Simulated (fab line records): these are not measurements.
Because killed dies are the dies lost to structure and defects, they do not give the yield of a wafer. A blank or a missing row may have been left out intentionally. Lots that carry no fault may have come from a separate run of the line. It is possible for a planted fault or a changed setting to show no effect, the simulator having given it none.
One fault through the eyes of 2 desks + flow rit_cmos + each desk holds nothing but its own numbers, with what lay behind them at the end

## THE TOOL OWNER'S DESK: litho_track-01
The tool's own readings at RIT_NLDD_COAT_01 (resist thk 1000 nm): means of the sampled wafers that have a number, for each lot that ran on this tool. If a lot's mean is further than 4 standard deviations from the usual mean, the lot is out of limits and carries the mark OUT (the distance appears in the brackets).
Columns: A = resist_line_temp_C at RIT_NLDD_COAT_01, usual 22.99 C; B = spin_speed_rpm at RIT_NLDD_COAT_01, usual 3249.9 rpm
| lot  | first seen here | A     | B                |
|------|-----------------|-------|------------------|
| L273 | day 3 22:26     | 23.12 | 3251.6           |
| L283 | day 6 00:21     | 22.96 | 3299.8 (+28) OUT |
| L284 | day 6 06:19     | 23.04 | 3299.9 (+28) OUT |
This desk's finding: out of limits on L283, L284; first on L283, day 6 00:21 (spin_speed_rpm at RIT_NLDD_COAT_01). Within limits: L273.

## METROLOGY DESK
Means of the sampled wafers that have a number, per lot and without regard to the tool the lot ran on: this is what the gauges read. If a lot's mean is further than 4 standard deviations from the usual mean, the lot is out of limits and carries the mark OUT (the distance appears in the brackets).
Columns: A = cd_nm at RIT_GATE_CD_MEAS_16, usual 150.6 nm; B = GATE_OVL at RIT_GATE_OVL_MEAS_17, usual -0.9 nm; C = cd_nm at RIT_GATE_CD_MEAS_90, usual 150.5 nm; D = REOX_OXIDE_THK at RIT_REOX_THK_MEAS_04, usual 25.1 nm; E = NLDD_OVL at RIT_NLDD_OVL_MEAS_06, usual 0.0 nm
| lot  | first seen here | A     | B    | C     | D    | E    |
|------|-----------------|-------|------|-------|------|------|
| L270 | day 3 04:14     | 149.4 | 0.1  | 149.4 | 24.7 | 1.2  |
| L273 | day 3 18:36     | 150.1 | -1.0 | 150.1 | 25.0 | -0.2 |
| L283 | day 5 20:13     | 152.4 | -0.7 | 152.6 | 25.1 | -0.6 |
| L284 | day 6 01:47     | 151.3 | -1.4 | 151.5 | 25.5 | 1.3  |
| L288 | day 6 21:44     | 151.4 | -0.5 | 151.5 | 24.7 | 0.0  |
| L290 | day 7 08:52     | 152.9 | -2.1 | 152.6 | 25.4 | -1.6 |
Finding of this desk: none of the 6 lots has anything out of limits.

## ALL TOGETHER
The tool owner's desk could have raised an alarm at day 6 00:21, on L283, L284.
Nothing out of limits was seen by the metrology desk.
The metrology desk has L283, L284 on record, within its limits.
All the named lots went through RIT_NLDD_COAT_01 on litho_track-01.

## WHAT WAS PUT IN BY THE SIMULATOR
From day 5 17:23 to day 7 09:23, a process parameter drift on litho_track-01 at RIT_NLDD_COAT_01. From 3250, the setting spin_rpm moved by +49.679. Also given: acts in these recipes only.
Struck lots among those shown: L283, L284.
Delay in hours, fault start to first out-of-limits reading, by desk: the tool owner's desk at 7.
